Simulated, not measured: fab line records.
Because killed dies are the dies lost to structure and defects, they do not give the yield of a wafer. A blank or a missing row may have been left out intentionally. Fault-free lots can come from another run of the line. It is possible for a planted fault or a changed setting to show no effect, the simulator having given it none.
Which of the tools did it? :: flow ritCmos :: Sampling: 13 lots, 39 wafers, 3 of 202 route steps

WHAT EACH GAUGE READ, for each wafer
RIT_PRETRO_OVL_MEAS_06. Usual: for PRETRO_OVL the level is 0.5 nm and the standard deviation is 1.5.
lot: L465
measured: day 2 20:11
on: overlay-02
PRETRO_OVL (nm): 1.6 0.9 -0.9
flag: 

lot: L466
measured: day 2 20:47
on: overlay-01
PRETRO_OVL (nm): 1.6 1.5 1.1
flag: 

lot: L467
measured: day 3 01:53
on: overlay-02
PRETRO_OVL (nm): -2.2 -1.2 -1.8
flag: 

lot: L468
measured: day 3 04:25
on: overlay-02
PRETRO_OVL (nm): -2.6 0.0 -1.0
flag: 

lot: L469
measured: day 3 09:31
on: overlay-02
PRETRO_OVL (nm): 0.9 -0.2 -1.5
flag: 

lot: L470
measured: day 3 15:25
on: overlay-02
PRETRO_OVL (nm): 2.3 1.6 1.7
flag: 

lot: L472
measured: day 4 00:10
on: overlay-01
PRETRO_OVL (nm): -0.5 0.2 -0.3
flag: 

lot: L476
measured: day 5 00:13
on: overlay-02
PRETRO_OVL (nm): 0.3 2.0 1.7
flag: 

lot: L481
measured: day 5 21:58
on: overlay-01
PRETRO_OVL (nm): -1.1 1.2 -0.2
flag: 

lot: L482
measured: day 6 02:46
on: overlay-01
PRETRO_OVL (nm): -0.4 3.1 1.9
flag: 

lot: L483
measured: day 6 08:31
on: overlay-01
PRETRO_OVL (nm): -0.1 -0.6 0.9
flag: 

lot: L485
measured: day 6 17:09
on: overlay-01
PRETRO_OVL (nm): -0.2 0.3 0.3
flag: 

lot: L487
measured: day 7 03:59
on: overlay-01
PRETRO_OVL (nm): -0.7 -2.9 -2.7
flag: 

WHAT TOOL EACH LOT RAN ON (gives the tool, then ch and the chambers of the sampled wafers, and finally the start)
lot: L465
RIT_ACTIVE_STRIP_14: plasmaAsher-03 ch 0,1, day 2 01:36
RIT_NRETRO_STRIP_09: plasmaAsher-03 ch 0,1, day 2 18:56

lot: L466
RIT_ACTIVE_STRIP_14: plasmaAsher-02 ch 0,1, day 2 01:53
RIT_NRETRO_STRIP_09: plasmaAsher-01 ch 0,1, day 2 19:32

lot: L467
RIT_ACTIVE_STRIP_14: plasmaAsher-03 ch 0,1, day 2 06:21
RIT_NRETRO_STRIP_09: plasmaAsher-01 ch 0,1, day 3 00:49

lot: L468
RIT_ACTIVE_STRIP_14: plasmaAsher-01 ch 0,1, day 2 12:25
RIT_NRETRO_STRIP_09: plasmaAsher-04 ch 0,1, day 3 03:00

lot: L469
RIT_ACTIVE_STRIP_14: plasmaAsher-03 ch 0,1, day 2 16:03
RIT_NRETRO_STRIP_09: plasmaAsher-01 ch 0, day 3 08:16

lot: L470
RIT_ACTIVE_STRIP_14: plasmaAsher-02 ch 0,1, day 2 21:55
RIT_NRETRO_STRIP_09: plasmaAsher-01 ch 0, day 3 14:18

lot: L472
RIT_ACTIVE_STRIP_14: plasmaAsher-02 ch 0, day 3 06:50
RIT_NRETRO_STRIP_09: plasmaAsher-03 ch 0,1, day 3 22:35

lot: L476
RIT_ACTIVE_STRIP_14: plasmaAsher-01 ch 0,1, day 4 04:44
RIT_NRETRO_STRIP_09: plasmaAsher-04 ch 0,1, day 4 22:59

lot: L481
RIT_ACTIVE_STRIP_14: plasmaAsher-01 ch 0,1, day 5 05:58
RIT_NRETRO_STRIP_09: plasmaAsher-04 ch 0,1, day 5 20:31

lot: L482
RIT_ACTIVE_STRIP_14: plasmaAsher-03 ch 0,1, day 5 09:04
RIT_NRETRO_STRIP_09: plasmaAsher-03 ch 0,1, day 6 01:28

lot: L483
RIT_ACTIVE_STRIP_14: plasmaAsher-01 ch 0,1, day 5 15:22
RIT_NRETRO_STRIP_09: plasmaAsher-01 ch 0,1, day 6 07:25

lot: L485
RIT_ACTIVE_STRIP_14: plasmaAsher-02 ch 0,1, day 6 00:34
RIT_NRETRO_STRIP_09: plasmaAsher-04 ch 0,1, day 6 15:54

lot: L487
RIT_ACTIVE_STRIP_14: plasmaAsher-02 ch 1, day 6 11:32
RIT_NRETRO_STRIP_09: plasmaAsher-01 ch 0, day 7 02:52
- RIT_ACTIVE_STRIP_14: strips in O2, time 180 s.
- RIT_NRETRO_STRIP_09: strips in O2, time 180 s.

WHAT THE TOOLS THEMSELVES READ (means of the sampled wafers that have a number; where no wafer has one, the mark that the record gives instead)
RIT_ACTIVE_STRIP_14. Usual: drypumpMotorCurrentA reads 5.5 A (standard deviation 0.42).
lot: L465
tool: plasmaAsher-03
drypumpMotorCurrentA (A): 5.8
flag: 

lot: L466
tool: plasmaAsher-02
drypumpMotorCurrentA (A): 5.6
flag: 

lot: L467
tool: plasmaAsher-03
drypumpMotorCurrentA (A): 5.8
flag: 

lot: L468
tool: plasmaAsher-01
drypumpMotorCurrentA (A): 5.2
flag: 

lot: L469
tool: plasmaAsher-03
drypumpMotorCurrentA (A): 5.7
flag: 

lot: L470
tool: plasmaAsher-02
drypumpMotorCurrentA (A): 5.8
flag: 

lot: L472
tool: plasmaAsher-02
drypumpMotorCurrentA (A): 5.3
flag: 

lot: L476
tool: plasmaAsher-01
drypumpMotorCurrentA (A): 5.1
flag: 

lot: L481
tool: plasmaAsher-01
drypumpMotorCurrentA (A): 5.2
flag: 

lot: L482
tool: plasmaAsher-03
drypumpMotorCurrentA (A): 5.7
flag: 

lot: L483
tool: plasmaAsher-01
drypumpMotorCurrentA (A): 5.1
flag: 

lot: L485
tool: plasmaAsher-02
drypumpMotorCurrentA (A): 5.8
flag: 

lot: L487
tool: plasmaAsher-02
drypumpMotorCurrentA (A): 6.1
flag: 

RIT_NRETRO_STRIP_09. Usual: drypumpMotorCurrentA reads 5.4 A (standard deviation 0.34).
lot: L465
tool: plasmaAsher-03
drypumpMotorCurrentA (A): 5.8
flag: 

lot: L466
tool: plasmaAsher-01
drypumpMotorCurrentA (A): 5.2
flag: 

lot: L467
tool: plasmaAsher-01
drypumpMotorCurrentA (A): 5.2
flag: 

lot: L468
tool: plasmaAsher-04
drypumpMotorCurrentA (A): 5.6
flag: 

lot: L469
tool: plasmaAsher-01
drypumpMotorCurrentA (A): 4.9
flag: 

lot: L470
tool: plasmaAsher-01
drypumpMotorCurrentA (A): 4.9
flag: 

lot: L472
tool: plasmaAsher-03
drypumpMotorCurrentA (A): 5.8
flag: 

lot: L476
tool: plasmaAsher-04
drypumpMotorCurrentA (A): 5.4
flag: 

lot: L481
tool: plasmaAsher-04
drypumpMotorCurrentA (A): 5.6
flag: 

lot: L482
tool: plasmaAsher-03
drypumpMotorCurrentA (A): 5.7
flag: 

lot: L483
tool: plasmaAsher-01
drypumpMotorCurrentA (A): 5.2
flag: 

lot: L485
tool: plasmaAsher-04
drypumpMotorCurrentA (A): 5.6
flag: 

lot: L487
tool: plasmaAsher-01
drypumpMotorCurrentA (A): 4.9
flag: 

THE ANSWER, worked out from the rows above alone
Rule: lot off if the mean of its wafers having a number is beyond 3 standard deviations from the usual mean. A lot without any number at a reading at which 4 lots or more have one is off too. Any other lot the step has rows for is counted as sound. The gauges are gone through in route order, then the tools' own readings, and for those a lot's mean is taken as printed above. The first step at which some lot is off is used, and at that step the reading that is off furthest; a lot without a number counts as furthest.
No lot is off on any of the readings shown, so nothing can be concluded from this.

WHAT WAS PUT IN BY THE SIMULATOR
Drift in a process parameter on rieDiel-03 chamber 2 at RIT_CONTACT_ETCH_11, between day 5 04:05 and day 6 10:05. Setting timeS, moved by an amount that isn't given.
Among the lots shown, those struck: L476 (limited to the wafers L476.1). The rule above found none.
